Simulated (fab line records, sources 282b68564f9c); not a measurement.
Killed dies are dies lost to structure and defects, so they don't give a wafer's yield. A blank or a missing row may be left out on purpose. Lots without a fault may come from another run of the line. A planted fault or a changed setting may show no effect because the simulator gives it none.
A struck lot beside a sound one | flow rit_cmos | 18 steps out of a route of 202
Sound: wafers L410.2, L410.3, L410.5. Struck: wafers L419.2, L419.3, L419.4. The cause comes at the end.
At each step with rows: each side's tool, then ch and its chambers, then its first start. Under that, the readings that differ: sound wafers | struck wafers | difference of the means | sigmas: that difference in standard deviations of wafers without a fault.
alike: readings whose means differ by less than 2 such deviations, and words and numbers that are the same on both sides. not compared: withheld readings, readings that some wafer has no value for, bounds like >300 that may hide the same value, and numbers for which the record gives no deviation and whose values overlap.
The two part at a step that has a row with sigmas, a row that says differs or no value, or rows on one side only. Numbers that don't overlap but have no deviation are shown without sigmas and don't part them. A reading that every wafer of one side lacks parts them only if that side has two wafers or more.

first, 4 steps without rows for these wafers: RIT_PSD_SOFTBAKE_02 (time 60 s); RIT_PSD_EXPOSE_03 (exposes mask M10, target cd 40900 nm); RIT_PSD_PEB_04; RIT_PSD_DEVELOP_05 (develop time 51.76 s).
RIT_PSD_OVL_MEAS_06:
  sound on overlay-02, day 4 18:56; struck on overlay-02, day 6 13:42
  alike: PSD_OVL
then, 2 steps without rows for these wafers: RIT_PSD_HARDBAKE_07 (time 60 s); RIT_PSD_IMPLANT_08.
RIT_PSD_STRIP_09: strips in O2, time 180 s.
  sound on plasma_asher-01 ch 0,1, day 4 19:16; struck on plasma_asher-03 ch 0,1, day 6 14:02
  alike: drypump_motor_current_A
  not compared: rf_hours_counter_h
RIT_PSD_TW_MEAS_10:
  sound on film_metro-02, day 4 19:26; struck on film_metro-01, day 6 14:13
  reading | sound          | struck         | difference | sigmas
  PSD_TW  | 3442 3461 3450 | 3401 3411 3398 | -48        | -3
then, 3 steps without rows for these wafers: RIT_SDANNEAL_CLEAN_00 (cleans in SC1, time 600 s); RIT_SDANNEAL_CLEAN_01 (cleans in dHF, time 30 s); RIT_SDANNEAL_CLEAN_02 (cleans in SC2, time 600 s).
RIT_SDANNEAL_RTA_03: time 5 s.
  sound on rtp_anneal-02 ch 0, day 4 19:54; struck on rtp_anneal-01 ch 0, day 6 14:40
  reading          | sound                | struck               | difference | sigmas
  wafer_temp_C_max | 1053.5 1054.4 1051.5 | 1033.9 1033.8 1033.8 | -19.3      | -16
RIT_SDANNEAL_RS_MEAS_04: measures by four-point-probe.
  sound on film_metro-02, day 4 19:58; struck on film_metro-03, day 6 15:05
  reading         | sound             | struck            | difference | sigmas
  PSD_RS (ohm/sq) | 116.0 115.9 115.9 | 129.9 129.9 129.8 | +13.9      | +42
  not compared: hold
RIT_SDANNEAL_RS_MEAS_05: measures by four-point-probe.
  sound on film_metro-02, day 4 20:05; struck on film_metro-03, day 6 18:25
  reading         | sound          | struck                                                                     | difference                   | sigmas
  hold            | - - -          | await_dispo/3.2h/release await_dispo/3.2h/release await_dispo/3.2h/release | no value on the sound wafers |
  NSD_RS (ohm/sq) | 84.5 84.3 84.2 | 85.1 84.8 85.4                                                             | +0.8                         | +2
RIT_SDANNEAL_RS_MEAS_06: measures by four-point-probe.
  sound on film_metro-02, day 4 20:13; struck on film_metro-03, day 6 18:49
  reading          | sound             | struck            | difference | sigmas
  PLDD_RS (ohm/sq) | 179.0 178.9 179.1 | 194.0 194.0 193.8 | +14.9      | +36
  not compared: hold
RIT_SDANNEAL_RS_MEAS_07: measures by four-point-probe.
  sound on film_metro-02, day 4 20:20; struck on film_metro-03, day 6 20:05
  reading | sound | struck                                                                     | difference                   | sigmas
  hold    | - - - | await_dispo/1.2h/release await_dispo/1.2h/release await_dispo/1.2h/release | no value on the sound wafers |
  alike: NLDD_RS
RIT_M1_PROBE_99:
  the record has rows for the struck wafers here (prober-01, day 7 03:19) and none for the sound ones

WHERE THEY PART
First at RIT_PSD_TW_MEAS_10; last, within this record, at RIT_M1_PROBE_99.

WHY: what the simulator had put in
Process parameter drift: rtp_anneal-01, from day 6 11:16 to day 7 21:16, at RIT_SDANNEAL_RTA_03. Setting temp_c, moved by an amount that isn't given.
